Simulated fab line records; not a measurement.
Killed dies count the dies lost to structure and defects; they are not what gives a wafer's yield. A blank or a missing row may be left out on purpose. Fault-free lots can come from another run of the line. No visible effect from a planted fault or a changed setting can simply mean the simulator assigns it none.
Chamber matching || flow berkeleyCmos170 || UCB170_SPACER_ETCHBACK_03 on rieDiel-03 has 4 sister chambers
The step etches SiO2 in CHF3/CF4/Ar, stops on Si, target depth 376 nm, time 100 s. 8 wafers are shown with their chamber, then 6 later ones without.

## WAFERS PAIRED WITH THEIR CHAMBERS
{"wafer": "L729.6", "chamber": 2, "throttleValvePct (%)": 6.25, "drypumpMotorCurrentA (A)": 5.9}
{"wafer": "L737.3", "chamber": 3, "throttleValvePct (%)": 6.57, "drypumpMotorCurrentA (A)": 5.9}
{"wafer": "L739.1", "chamber": 1, "throttleValvePct (%)": 6.65, "drypumpMotorCurrentA (A)": 5.7}
{"wafer": "L739.3", "chamber": 0, "throttleValvePct (%)": 6.38, "drypumpMotorCurrentA (A)": 4.9}
{"wafer": "L739.4", "chamber": 2, "throttleValvePct (%)": 6.27, "drypumpMotorCurrentA (A)": 5.9}
{"wafer": "L741.3", "chamber": 3, "throttleValvePct (%)": 6.55, "drypumpMotorCurrentA (A)": 5.8}
{"wafer": "L741.5", "chamber": 0, "throttleValvePct (%)": 6.38, "drypumpMotorCurrentA (A)": 4.9}
{"wafer": "L741.6", "chamber": 1, "throttleValvePct (%)": 6.64, "drypumpMotorCurrentA (A)": 5.7}

## WAFERS WITH NO CHAMBER GIVEN
{"wafer": "L744.3", "throttleValvePct (%)": 6.58, "drypumpMotorCurrentA (A)": 5.9}
{"wafer": "L744.5", "throttleValvePct (%)": 6.62, "drypumpMotorCurrentA (A)": 5.6}
{"wafer": "L744.6", "throttleValvePct (%)": 6.26, "drypumpMotorCurrentA (A)": 5.9}
{"wafer": "L749.2", "throttleValvePct (%)": 6.66, "drypumpMotorCurrentA (A)": 5.6}
{"wafer": "L749.5", "throttleValvePct (%)": 6.25, "drypumpMotorCurrentA (A)": 5.9}
{"wafer": "L749.6", "throttleValvePct (%)": 6.66, "drypumpMotorCurrentA (A)": 5.6}

## CHAMBER TAKEN BY EACH
{"wafer": "L744.3", "from the rows above": 3, "in truth": 3}
{"wafer": "L744.5", "from the rows above": 1, "in truth": 1}
{"wafer": "L744.6", "from the rows above": 2, "in truth": 2}
{"wafer": "L749.2", "from the rows above": 1, "in truth": 1}
{"wafer": "L749.5", "from the rows above": 2, "in truth": 2}
{"wafer": "L749.6", "from the rows above": 1, "in truth": 1}
6 of 6 placed correctly. Can't be placed from these rows: 0. Number placed wrongly: 0.
How it was worked out, from the rows above alone: a wafer's distance from a chamber is the root of the sum, over the readings, of the square of ((its reading less the chamber's mean) divided by the reading's scatter). If the next closest chamber is less than 2 further off than the closest, the wafer can't be placed; otherwise it belongs to the closest. A chamber's mean is the mean of its shown wafers. The scatter is the square root of a quotient: the sum, over the shown wafers, of each reading's squared deviation from its chamber's mean, divided by wafers minus chambers.
